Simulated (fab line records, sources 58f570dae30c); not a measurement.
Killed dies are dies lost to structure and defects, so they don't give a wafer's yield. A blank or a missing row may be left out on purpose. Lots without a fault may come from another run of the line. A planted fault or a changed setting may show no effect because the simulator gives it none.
Split-lot experiment | flow berkeley_cmos170 | 5 lots, 23 wafers read, on a route of 331 steps

THE SPLIT
At UCB170_PWELL_CVD_05 (deposits Si3N4 from SiH2Cl2/NH3, target thk 220 nm, time 3300 s), the setting time_s was moved away from the recipe's 3300 s on 20 of the 23 wafers read, by -15.0% to -9.0%. The other wafers ran this setting at the recipe's value.

The file shows no step between the split and the reading.

THE READING
PWELL_NITRIDE_THK, in nm, at UCB170_PWELL_THK_MEAS_06. Fault-free wafers of this fab line usually give 222.5 nm, standard deviation 2.6 nm.

wafer  | tool, chamber at the split | time_s as run, s | against the recipe | PWELL_NITRIDE_THK, nm | against lot-mates on the recipe
L076.1 | -, -                       | 2963             | -10.2%             | 203.4                 | no lot-mate on the recipe
L076.2 | -, -                       | 2963             | -10.2%             | 202.3                 | no lot-mate on the recipe
L076.3 | -, -                       | 2963             | -10.2%             | 204.2                 | no lot-mate on the recipe
L076.5 | -, -                       | 2963             | -10.2%             | 205.8                 | no lot-mate on the recipe
L076.6 | -, -                       | 2963             | -10.2%             | 201.9                 | no lot-mate on the recipe
L078.1 | -, -                       | 2805             | -15.0%             | 188.5                 | no lot-mate on the recipe
L078.3 | -, -                       | 2805             | -15.0%             | 191.9                 | no lot-mate on the recipe
L078.4 | -, -                       | 2805             | -15.0%             | 191.3                 | no lot-mate on the recipe
L078.5 | -, -                       | 2805             | -15.0%             | 192.0                 | no lot-mate on the recipe
L078.6 | -, -                       | 2805             | -15.0%             | 191.0                 | no lot-mate on the recipe
L080.2 | -, -                       | 2810             | -14.8%             | 194.6                 | no lot-mate on the recipe
L080.3 | -, -                       | 2810             | -14.8%             | 196.6                 | no lot-mate on the recipe
L080.4 | -, -                       | 2810             | -14.8%             | 194.5                 | no lot-mate on the recipe
L080.5 | -, -                       | 2810             | -14.8%             | 194.1                 | no lot-mate on the recipe
L080.6 | -, -                       | 2810             | -14.8%             | 195.8                 | no lot-mate on the recipe
L081.4 | lpcvd-02, 0                | 3300             | recipe             | 219.7                 | -
L081.5 | lpcvd-02, 0                | 3300             | recipe             | 221.2                 | -
L081.6 | lpcvd-02, 0                | 3300             | recipe             | 220.2                 | -
L085.2 | -, -                       | 3004             | -9.0%              | 198.6                 | no lot-mate on the recipe
L085.3 | -, -                       | 3004             | -9.0%              | 201.1                 | no lot-mate on the recipe
L085.4 | -, -                       | 3004             | -9.0%              | 200.7                 | no lot-mate on the recipe
L085.5 | -, -                       | 3004             | -9.0%              | 200.7                 | no lot-mate on the recipe
L085.6 | -, -                       | 3004             | -9.0%              | 200.3                 | no lot-mate on the recipe

THE FIT
A straight line over all 23 wafers: PWELL_NITRIDE_THK changes by +1.78 nm for each +1% of time_s; r = +0.96; the points scatter about the line by 2.6 nm.
Too few moved wafers have a lot-mate on the recipe to fit a line with each lot's own level taken away.

THE WHOLE CHAIN: every reading that the file lists as answering this split, in the file's order
step                     | what it does                                                               | reading                                                                       | change (the file's fit)              | r (the file's)
UCB170_PWELL_CVD_05      | deposits Si3N4 from SiH2Cl2/NH3, target thk 220 nm, time 3300 s            | Si3N4_of_PWELL_CVD_05.thk_nm (the simulator's own value, which no gauge read) | +1.78 nm for each +1% of the setting | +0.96
UCB170_PWELL_THK_MEAS_06 |                                                                            | PWELL_NITRIDE_THK                                                             | +1.78 for each +1% of the setting    | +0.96
UCB170_PWELL_ETCH_14     | etches Si3N4 in CH3F/Ar/O2, stops on SiO2, target depth 242 nm, time 151 s | etch.depth_nm (the simulator's own value, which no gauge read)                | +1.77 nm for each +1% of the setting | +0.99

THE FILE'S OWN FIT
PWELL_NITRIDE_THK changes by +1.78 nm for each +1% of time_s, r = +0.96.
